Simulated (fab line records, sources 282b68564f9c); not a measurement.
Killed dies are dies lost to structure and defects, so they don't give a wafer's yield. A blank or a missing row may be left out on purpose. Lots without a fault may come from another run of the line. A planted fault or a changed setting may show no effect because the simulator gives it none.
A struck lot beside a sound one | flow rit_cmos | 22 steps out of a route of 202
Sound: wafers L646.3, L646.4, L646.6. Struck: wafers L660.2, L660.4, L660.5. The cause comes at the end.
At each step with rows: each side's tool, then ch and its chambers, then its first start. Under that, the readings that differ: sound wafers | struck wafers | difference of the means | sigmas: that difference in standard deviations of wafers without a fault.
alike: readings whose means differ by less than 2 such deviations, and words and numbers that are the same on both sides. not compared: withheld readings, readings that some wafer has no value for, bounds like >300 that may hide the same value, and numbers for which the record gives no deviation and whose values overlap.
The two part at a step that has a row with sigmas, a row that says differs or no value, or rows on one side only. Numbers that don't overlap but have no deviation are shown without sigmas and don't part them. A reading that every wafer of one side lacks parts them only if that side has two wafers or more.

first, 2 steps without rows for these wafers: RIT_NSD_HARDBAKE_07 (time 60 s); RIT_NSD_IMPLANT_08.
RIT_NSD_STRIP_09: strips in O2, time 180 s.
  sound on plasma_asher-02 ch 0,1, day 4 03:51; struck on plasma_asher-02 ch 0,1, day 7 00:20
  alike: drypump_motor_current_A
  not compared: rf_hours_counter_h
RIT_NSD_TW_MEAS_10:
  sound on film_metro-01, day 4 03:59; struck on film_metro-01, day 7 00:31
  alike: NSD_TW
then, 6 steps without rows for these wafers: RIT_PSD_HMDS_00 (prime time 60 s); RIT_PSD_COAT_01 (resist thk 1000 nm); RIT_PSD_SOFTBAKE_02 (time 60 s); RIT_PSD_EXPOSE_03 (exposes mask M10, target cd 40900 nm); RIT_PSD_PEB_04; RIT_PSD_DEVELOP_05 (develop time 50 s).
RIT_PSD_OVL_MEAS_06:
  sound on overlay-02, day 4 05:01; struck on overlay-01, day 7 01:33
  alike: PSD_OVL
then, 1 step without rows for these wafers: RIT_PSD_HARDBAKE_07 (time 60 s).
RIT_PSD_IMPLANT_08:
  sound on implanter-02 ch 0, day 4 05:14; struck on implanter-02 ch 0, day 7 01:49
  reading                   | sound                | struck               | difference | sigmas
  beam_energy_keV           | 27.007 26.996 26.985 | 29.518 29.513 29.515 | +2.519     | +99 or more
  model.implant.rp_nm (nm)  | 21.46 21.46 21.46    | 24 24 24             | +3         |
  model.implant.drp_nm (nm) | 12.05 12.05 12.05    | 12.82 12.82 12.82    | +0.77      |
RIT_PSD_STRIP_09: strips in O2, time 180 s.
  sound on plasma_asher-03 ch 0,1, day 4 05:23; struck on plasma_asher-03 ch 0,1, day 7 01:56
  alike: drypump_motor_current_A
  not compared: rf_hours_counter_h
RIT_PSD_TW_MEAS_10:
  sound on film_metro-01, day 4 05:32; struck on film_metro-02, day 7 02:07
  alike: PSD_TW
then, 3 steps without rows for these wafers: RIT_SDANNEAL_CLEAN_00 (cleans in SC1, time 572.4 s); RIT_SDANNEAL_CLEAN_01 (cleans in dHF, time 30 s); RIT_SDANNEAL_CLEAN_02 (cleans in SC2, time 600 s).
RIT_SDANNEAL_RTA_03: time 5 s.
  sound on rtp_anneal-02 ch 0, day 4 05:58; struck on rtp_anneal-02 ch 0, day 7 02:36
  alike: ramp_up_c_per_s, wafer_temp_C_max
RIT_SDANNEAL_RS_MEAS_04: measures by four-point-probe.
  sound on film_metro-03, day 4 06:02; struck on film_metro-01, day 7 02:40
  reading         | sound                | struck               | difference | sigmas
  PSD_RS (ohm/sq) | 115.61 115.84 115.57 | 110.68 110.53 110.72 | -5.03      | -20
RIT_SDANNEAL_RS_MEAS_05: measures by four-point-probe.
  sound on film_metro-03, day 4 06:10; struck on film_metro-01, day 7 02:47
  alike: NSD_RS
RIT_M1_PROBE_99:
  sound on prober-01, day 4 13:50; struck on prober-01, day 7 10:56
  reading                              | sound             | struck            | difference | sigmas
  model.etest.contact_pplus.end_ohm_um | 44.92 44.69 45.21 | 40.55 41.11 40.34 | -4.27      |
  model.etest.vpnp.gain                | 1.018 0.9963 1.02 | 1.119 1.129 1.157 | +0.124     |
  alike: killed_at_contacts, killed_at_front_end, killed_dies, killed_open, killed_short

WHERE THEY PART
First at RIT_PSD_IMPLANT_08; last, within this record, at RIT_SDANNEAL_RS_MEAS_04. Later steps at which nothing parts them and some readings are alike: RIT_SDANNEAL_RS_MEAS_05, RIT_M1_PROBE_99.

WHY: what the simulator had put in
Process parameter drift: implanter-02, from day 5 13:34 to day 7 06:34, at RIT_PSD_IMPLANT_08. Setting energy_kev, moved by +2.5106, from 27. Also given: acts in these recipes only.
